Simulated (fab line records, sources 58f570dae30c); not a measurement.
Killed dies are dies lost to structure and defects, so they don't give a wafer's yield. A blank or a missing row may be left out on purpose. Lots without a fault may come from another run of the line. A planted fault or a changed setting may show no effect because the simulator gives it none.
Split-lot experiment | flow berkeley_cmos170 | 5 lots, 23 wafers read, on a route of 331 steps

THE SPLIT
At UCB170_M1_SPUTTER_00 (material Al, target thk 600 nm, time 80 s), the setting power_w was moved away from the recipe's 6000 W on 6 of the 23 wafers read, by -10.2% to +8.8%. The other wafers ran this setting at the recipe's value.

FROM THE SPLIT TO THE READING: what the file shows between them, 1 step
- UCB170_M1_RS_MEAS_01: measures by four-point-probe

THE READING
M1_AL_THK, in nm, at UCB170_M1_THK_MEAS_02 (measures by xrf). Fault-free wafers of this fab line usually give 607 nm, standard deviation 8.1 nm.

wafer  | tool, chamber at the split | power_w as run, W | against the recipe | M1_AL_THK, nm | against lot-mates on the recipe
L074.1 | pvd_sputter-04, -          | 6000              | recipe             | 592           | -
L074.3 | pvd_sputter-04, -          | 6529              | +8.8%              | 664           | +70
L074.4 | pvd_sputter-04, -          | 6529              | +8.8%              | 648           | +54
L074.5 | pvd_sputter-04, -          | 6000              | recipe             | 594           | -
L074.6 | pvd_sputter-04, -          | 6000              | recipe             | 596           | -
L080.1 | pvd_sputter-02, -          | 5386              | -10.2%             | 533           | -62
L080.2 | pvd_sputter-02, -          | 5386              | -10.2%             | 531           | -64
L080.3 | pvd_sputter-02, -          | 6000              | recipe             | 596           | -
L080.4 | pvd_sputter-02, -          | 6000              | recipe             | 589           | -
L080.5 | pvd_sputter-02, -          | 6000              | recipe             | 599           | -
L082.2 | pvd_sputter-01, -          | 6000              | recipe             | 605           | -
L082.4 | pvd_sputter-01, -          | 6000              | recipe             | 605           | -
L082.6 | pvd_sputter-01, -          | 6000              | recipe             | 610           | -
L081.1 | pvd_sputter-04, -          | 6304              | +5.1%              | 632           | +27
L081.2 | pvd_sputter-04, -          | 6000              | recipe             | 604           | -
L081.4 | pvd_sputter-04, -          | 6000              | recipe             | 611           | -
L081.5 | pvd_sputter-04, -          | 6000              | recipe             | 599           | -
L081.6 | pvd_sputter-04, -          | 6304              | +5.1%              | 634           | +29
L083.1 | pvd_sputter-02, -          | 6000              | recipe             | 598           | -
L083.3 | pvd_sputter-02, -          | 6000              | recipe             | 601           | -
L083.4 | pvd_sputter-02, -          | 6000              | recipe             | 610           | -
L083.5 | pvd_sputter-02, -          | 6000              | recipe             | 605           | -
L083.6 | pvd_sputter-02, -          | 6000              | recipe             | 601           | -

THE FIT
A straight line over all 23 wafers: M1_AL_THK changes by +6.51 nm for each +1% of power_w; r = +0.98; the points scatter about the line by 6.2 nm.
The same after taking each lot's own level away (the mean of its wafers on the recipe; 23 wafers): +6.39 nm for each +1%; r = +0.99; scatter 4.8 nm.
On that fit, the largest move of power_w shifts the reading by 65 nm.
The lots' own levels span 594.0 to 606.7 nm, that is 1.6 times the standard deviation above.
So the lot-to-lot level changes the slope little: the two slopes agree.
Check: with one of the wafers moved furthest among these (-10.2%) left out of the fit, the line predicts -66.5 nm for it against its lot-mates. It came out at -61.7 nm against them.

OTHER SPLITS ON THESE WAFERS
These wafers also went through other splits before the reading. Each is held against what the fit with the lots' levels taken away leaves over:
other split on the same wafers     | wafers away from the commonest value | r with M1_AL_THK (lot level and that fit taken away)
UCB170_SDANNEAL_RTA_01 time_s      | 8                                    | -0.01
UCB170_SILICIDE_SPUTTER_01 power_w | 9                                    | +0.08

THE WHOLE CHAIN: every reading that the file lists as answering this split, in the file's order
step                  | what it does                              | reading                                                                     | change (the file's fit)               | r (the file's)
UCB170_M1_SPUTTER_00  | material Al, target thk 600 nm, time 80 s | Al_of_M1_SPUTTER_00.thk_nm (the simulator's own value, which no gauge read) | +6.18 nm for each +1% of the setting  | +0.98
UCB170_M1_RS_MEAS_01  | measures by four-point-probe              | M1_AL_RS                                                                    | -0.000536 for each +1% of the setting | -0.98
UCB170_M1_THK_MEAS_02 | measures by xrf                           | M1_AL_THK                                                                   | +6.39 for each +1% of the setting     | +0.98

THE FILE'S OWN FIT
M1_AL_THK changes by +6.39 nm for each +1% of power_w, r = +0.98.
